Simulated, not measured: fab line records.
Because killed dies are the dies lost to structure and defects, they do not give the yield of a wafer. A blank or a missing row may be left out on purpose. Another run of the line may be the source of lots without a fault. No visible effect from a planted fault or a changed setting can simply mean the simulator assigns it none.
Which tool is to blame? / flow rit cmos / Sampling: 14 lots, 42 wafers, 2 of 202 route steps

== WHAT THE GAUGES SHOWED, per wafer ==
RIT_PWELL_OVL_MEAS_06. Usual: PWELL_OVL typically reads 0.0 nm, with standard deviation 1.3.
lot=L722; measured=day 2 04:16; on=overlay-01; PWELL_OVL (nm)=-2.2 -2.5 -1.6; flag=
lot=L723; measured=day 2 11:07; on=overlay-01; PWELL_OVL (nm)=-1.3 -0.1 -1.0; flag=
lot=L724; measured=day 2 15:17; on=overlay-02; PWELL_OVL (nm)=-1.0 -0.3 -0.6; flag=
lot=L725; measured=day 2 23:33; on=overlay-02; PWELL_OVL (nm)=0.7 1.3 0.0; flag=
lot=L726; measured=day 3 01:45; on=overlay-02; PWELL_OVL (nm)=0.2 1.7 -0.5; flag=
lot=L728; measured=day 3 11:32; on=overlay-02; PWELL_OVL (nm)=-2.1 -2.1 -0.8; flag=
lot=L732; measured=day 4 06:15; on=overlay-01; PWELL_OVL (nm)=-0.6 0.1 -0.5; flag=
lot=L734; measured=day 4 18:26; on=overlay-01; PWELL_OVL (nm)=-0.1 -0.7 0.1; flag=
lot=L735; measured=day 4 22:17; on=overlay-02; PWELL_OVL (nm)=2.4 0.8 3.5; flag=
lot=L736; measured=day 5 01:48; on=overlay-01; PWELL_OVL (nm)=0.0 -1.9 -1.5; flag=
lot=L738; measured=day 5 13:11; on=overlay-02; PWELL_OVL (nm)=-0.1 0.2 0.5; flag=
lot=L740; measured=day 5 22:42; on=overlay-01; PWELL_OVL (nm)=1.7 2.1 1.7; flag=
lot=L741; measured=day 6 02:51; on=overlay-01; PWELL_OVL (nm)=1.2 0.7 -0.2; flag=
lot=L744; measured=day 6 22:57; on=overlay-01; PWELL_OVL (nm)=1.2 1.1 -1.3; flag=

== EACH LOT AND THE TOOL THAT RAN IT (in order: tool; ch and the chambers of the sampled wafers; start) ==
lot=L722; RIT_ACTIVE_STRIP_14=plasma asher-03 ch 0,1, day 1 20:53
lot=L723; RIT_ACTIVE_STRIP_14=plasma asher-02 ch 0,1, day 2 01:02
lot=L724; RIT_ACTIVE_STRIP_14=plasma asher-02 ch 1, day 2 06:52
lot=L725; RIT_ACTIVE_STRIP_14=plasma asher-04 ch 0,1, day 2 14:17
lot=L726; RIT_ACTIVE_STRIP_14=plasma asher-02 ch 0, day 2 16:18
lot=L728; RIT_ACTIVE_STRIP_14=plasma asher-03 ch 0,1, day 3 03:24
lot=L732; RIT_ACTIVE_STRIP_14=plasma asher-02 ch 0,1, day 3 22:53
lot=L734; RIT_ACTIVE_STRIP_14=plasma asher-03 ch 0,1, day 4 07:50
lot=L735; RIT_ACTIVE_STRIP_14=plasma asher-04 ch 0,1, day 4 13:52
lot=L736; RIT_ACTIVE_STRIP_14=plasma asher-04 ch 0,1, day 4 18:40
lot=L738; RIT_ACTIVE_STRIP_14=plasma asher-03 ch 0,1, day 5 05:37
lot=L740; RIT_ACTIVE_STRIP_14=plasma asher-03 ch 0,1, day 5 13:55
lot=L741; RIT_ACTIVE_STRIP_14=plasma asher-04 ch 0,1, day 5 19:44
lot=L744; RIT_ACTIVE_STRIP_14=plasma asher-04 ch 0,1, day 6 10:46
- RIT_ACTIVE_STRIP_14: strips in O2, time 180 s.

== WHAT THE TOOLS THEMSELVES READ (means of the sampled wafers that have a number; where no wafer has one, the mark that the record gives instead) ==
RIT_ACTIVE_STRIP_14. Usual: 5.9 A for drypump motor current A, sd 0.6.
lot=L722; tool=plasma asher-03; drypump motor current A (A)=6.5; flag=
lot=L723; tool=plasma asher-02; drypump motor current A (A)=5.6; flag=
lot=L724; tool=plasma asher-02; drypump motor current A (A)=4.8; flag=
lot=L725; tool=plasma asher-04; drypump motor current A (A)=5.6; flag=
lot=L726; tool=plasma asher-02; drypump motor current A (A)=6.0; flag=
lot=L728; tool=plasma asher-03; drypump motor current A (A)=6.4; flag=
lot=L732; tool=plasma asher-02; drypump motor current A (A)=5.6; flag=
lot=L734; tool=plasma asher-03; drypump motor current A (A)=6.3; flag=
lot=L735; tool=plasma asher-04; drypump motor current A (A)=6.0; flag=
lot=L736; tool=plasma asher-04; drypump motor current A (A)=6.0; flag=
lot=L738; tool=plasma asher-03; drypump motor current A (A)=6.4; flag=
lot=L740; tool=plasma asher-03; drypump motor current A (A)=6.3; flag=
lot=L741; tool=plasma asher-04; drypump motor current A (A)=6.0; flag=
lot=L744; tool=plasma asher-04; drypump motor current A (A)=5.6; flag=

== THE ANSWER, worked out from the rows above alone ==
Rule: a lot is off if the mean of its wafers that have a number lies more than 3 standard deviations from the usual mean. A lot without any number at a reading at which 4 lots or more have one is off too. Any other lot the step has rows for is counted as sound. The gauges are gone through in route order, then the tools' own readings, and for those a lot's mean is taken as printed above. At the first step where some lot is off, the reading lying furthest off is the one used; lots without a number count as furthest.
Nothing can be told from this: no lot is off at any reading shown.

== WHAT THE SIMULATOR HAD INSERTED ==
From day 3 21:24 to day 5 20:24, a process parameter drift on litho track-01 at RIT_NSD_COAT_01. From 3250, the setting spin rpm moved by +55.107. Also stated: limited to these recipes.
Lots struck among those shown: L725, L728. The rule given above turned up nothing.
